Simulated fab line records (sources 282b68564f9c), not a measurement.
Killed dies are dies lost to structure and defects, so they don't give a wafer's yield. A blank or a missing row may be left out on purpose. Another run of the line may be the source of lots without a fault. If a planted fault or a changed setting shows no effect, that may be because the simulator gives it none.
Split-lot experiment ; flow rit_cmos ; 27 wafers read across 5 lots, on a route 202 steps long

ABOUT THE SPLIT
At RIT_GATE_DEVELOP_15 (develop time 50 s), the setting develop_time_s was moved away from the recipe's 50 s on 12 of the 27 wafers read, by -57.5% to +42.3%. This setting was run at the recipe's value on the other wafers.

FROM THE SPLIT TO THE READING: what the file shows between them, 8 steps
- RIT_M1_DEVELOP_08: develop time 68 s (also split here: develop_time_s)
- RIT_M1_CD_MEAS_09: target cd 2600 nm
- RIT_M1_HARDBAKE_11: time 120 s
- RIT_M1_METAL_ETCH_12: etches Al in Cl2/BCl3, stops on SiO2, time 165 s, target depth 600 nm
- RIT_M1_STRIP_13: strips in nmp, time 600 s
- RIT_M1_STRIP_14: strips in O2, time 173.7 s
- RIT_M1_CD_MEAS_90: target cd 2600 nm
- RIT_M1_ANNEAL_15: time 1800 s

THE READING
etest.nmos_0p3.r_on_ohm_um (the simulator's own value, which no gauge read), at RIT_M1_PROBE_99. No usual value for it is given in the file. Average 2143, standard deviation 33, over the 15 wafers here run with the recipe.

wafer;tool, chamber at the split;develop_time_s as run, s;against the recipe;etest.nmos_0p3.r_on_ohm_um;against lot-mates on the recipe
L074.2;litho_track-01, 0;50;recipe;2168;-
L074.4;litho_track-01, 0;50;recipe;2205;-
L074.5;litho_track-01, 0;50;recipe;2203;-
L075.1;litho_track-01, 0;50;recipe;2101;-
L075.2;litho_track-01, 0;71.17;+42.3%;1714;-416
L075.3;litho_track-01, 0;50;recipe;2144;-
L075.4;litho_track-01, 0;50;recipe;2144;-
L075.5;litho_track-01, 0;71.17;+42.3%;1741;-389
L075.6;litho_track-01, 0;71.17;+42.3%;1726;-404
L076.1;litho_track-01, 0;50;recipe;2137;-
L076.2;litho_track-01, 0;21.23;-57.5%;3278;+1170
L076.3;litho_track-01, 0;50;recipe;2080;-
L076.4;litho_track-01, 0;21.23;-57.5%;3291;+1183
L076.5;litho_track-01, 0;21.23;-57.5%;3295;+1187
L076.6;litho_track-01, 0;50;recipe;2108;-
L079.1;litho_track-02, 0;50;recipe;2161;-
L079.2;litho_track-02, 0;50;recipe;2147;-
L079.3;litho_track-02, 0;65.67;+31.3%;1841;-309
L079.4;litho_track-02, 0;65.67;+31.3%;1833;-317
L079.5;litho_track-02, 0;50;recipe;2142;-
L079.6;litho_track-02, 0;65.67;+31.3%;1826;-324
L080.1;litho_track-01, 0;50;recipe;2150;-
L080.2;litho_track-01, 0;59;+18.0%;1927;-206
L080.3;litho_track-01, 0;59;+18.0%;1956;-177
L080.4;litho_track-01, 0;59;+18.0%;1964;-169
L080.5;litho_track-01, 0;50;recipe;2108;-
L080.6;litho_track-01, 0;50;recipe;2140;-

FIT RESULTS
A straight line over all 27 wafers: etest.nmos_0p3.r_on_ohm_um changes by -15.5 for each +1% of develop_time_s; r = -0.97; the points scatter about the line by 1.1e+02.
The same after taking each lot's own level away (the mean of its wafers on the recipe; 27 wafers): -15.8 for each +1%; r = -0.97; scatter 1.2e+02.
Per that fit: largest develop_time_s move, reading shift of 9.1e+02.
Measured against the standard deviation above, the lots' own levels, which go from 2108.3 to 2192.0, span 2.5 times it.
Consequently the slope shifts little with the lot-to-lot level, the two slopes agreeing.
Check: for one of the wafers moved furthest among these (-57.5%), held out of the fit, the line's prediction against its lot-mates is +947. Against them it came out at +1.17e+03.

FURTHER SPLITS ON THESE WAFERS
These wafers also went through other splits before the reading. Each is held against what the fit with the lots' levels taken away leaves over:
other split on the same wafers;wafers away from the commonest value;r with etest.nmos_0p3.r_on_ohm_um (lot level and that fit taken away)
RIT_ACTIVE_DEVELOP_10 develop_time_s;12;+0.13
RIT_M1_DEVELOP_08 develop_time_s;12;+0.23

THE WHOLE CHAIN: every reading that the file lists as answering this split, in the file's order
step;what it does;reading;change (the file's fit);r (the file's)
RIT_M1_PROBE_99;;etest.pmos_0p15.r_on_ohm_um (the simulator's own value, which no gauge read);-66 for each +1% of the setting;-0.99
RIT_M1_PROBE_99;;etest.nmos_0p15.r_on_ohm_um (the simulator's own value, which no gauge read);-20.4 for each +1% of the setting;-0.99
RIT_M1_PROBE_99;;etest.pmos_0p3.r_on_ohm_um (the simulator's own value, which no gauge read);-52.3 for each +1% of the setting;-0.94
RIT_M1_PROBE_99;;etest.pmos_turned.r_on_ohm_um (the simulator's own value, which no gauge read);-51.1 for each +1% of the setting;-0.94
RIT_M1_PROBE_99;;etest.npoly_line.line_ohm_um (the simulator's own value, which no gauge read);+3.73 for each +1% of the setting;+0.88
RIT_M1_PROBE_99;;etest.ppoly_line.line_ohm_um (the simulator's own value, which no gauge read);+3.52 for each +1% of the setting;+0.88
RIT_M1_PROBE_99;;etest.pmos_turned.drive_ua_um (the simulator's own value, which no gauge read);+2.97 for each +1% of the setting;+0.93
RIT_M1_PROBE_99;;etest.nmos_0p3.r_on_ohm_um (the simulator's own value, which no gauge read);-15.3 for each +1% of the setting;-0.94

THE FILE'S OWN FIT
etest.nmos_0p3.r_on_ohm_um changes by -15.3 for each +1% of develop_time_s, r = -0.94.
